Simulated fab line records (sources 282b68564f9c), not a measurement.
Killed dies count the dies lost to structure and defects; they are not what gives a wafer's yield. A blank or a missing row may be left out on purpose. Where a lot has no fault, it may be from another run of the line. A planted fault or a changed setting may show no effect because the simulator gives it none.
A lot that was struck, set against a sound lot	flow rit cmos	15 out of 202 route steps
Sound: the wafers L528.2, L528.5, L528.6. Wafers L541.2, L541.3, L541.4 were the ones struck. The cause is named last.
Order at every step that has rows: each side's tool, ch and its chambers, its first start. Under that, the readings that differ: sound wafers	struck wafers	difference of the means	sigmas: that difference in standard deviations of wafers without a fault.
alike: same words and numbers on both sides, and readings whose means sit less than 2 such deviations apart. not compared: any withheld reading, any reading some wafer has no value for, any bound like >300 that may hide the same value, and any number with overlapping values for which the record gives no deviation.
Wherever a step has rows on one side only, a row that says differs or no value, or a row with sigmas, the two part there. When numbers do not overlap yet have no deviation, they are printed without sigmas and do not part them. A reading missing from all wafers of one side parts the sides only when that side holds two or more wafers.

first, 2 steps without rows for these wafers: RIT_NSD_HARDBAKE_07 (time 60 s); RIT_NSD_IMPLANT_08.
RIT_NSD_STRIP_09: strips in O2, time 180 s.
  sound on plasma asher-02 ch 0,1, day 3 16:09; struck on plasma asher-03 ch 0,1, day 6 09:01
  alike: drypump motor current A
  not compared: rf hours counter h
RIT_NSD_TW_MEAS_10:
  sound on film metro-04 at day 3 16:20; struck on film metro-04 at day 6 09:12
  alike: NSD_TW
then, 6 steps without rows for these wafers: RIT_PSD_HMDS_00 (prime time 60 s); RIT_PSD_COAT_01 (resist thk 1000 nm); RIT_PSD_SOFTBAKE_02 (time 60 s); RIT_PSD_EXPOSE_03 (exposes mask M10, target cd 40900 nm); RIT_PSD_PEB_04; RIT_PSD_DEVELOP_05 (develop time 50 s).
RIT_PSD_OVL_MEAS_06:
  sound on overlay-02 at day 3 17:14; struck on overlay-02 at day 6 10:14
  alike: PSD_OVL
then, 1 step without rows for these wafers: RIT_PSD_HARDBAKE_07 (time 60 s).
RIT_PSD_IMPLANT_08:
  sound on implanter-04 ch 0, day 3 17:27; struck on implanter-02 ch 0, day 6 10:26
reading	sound	struck	difference	sigmas
dose ions cm2	5e+15 4.999e+15 5.004e+15	5.427e+15 5.431e+15 5.433e+15	+4.293e+14	+74
  alike: beam energy keV, end station pressure torr
RIT_PSD_STRIP_09: strips in O2, time 180 s.
  sound on plasma asher-02 ch 0,1, day 3 17:34; struck on plasma asher-02 ch 0,1, day 6 10:34
  alike: drypump motor current A
  not compared: rf hours counter h
RIT_M1_PROBE_99:
  sound on prober-02 at day 4 01:47; struck on prober-01 at day 6 18:44
  alike: killed at contacts, killed at front end, killed dies, killed open, killed short

## WHERE THEY PART
Within this record, at RIT_PSD_IMPLANT_08 only. Later steps at which nothing parts them and some readings are alike: RIT_PSD_STRIP_09, RIT_M1_PROBE_99.

WHY: what the simulator had put in
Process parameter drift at RIT_PSD_IMPLANT_08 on implanter-02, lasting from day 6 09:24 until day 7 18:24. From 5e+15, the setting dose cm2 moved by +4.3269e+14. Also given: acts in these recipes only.
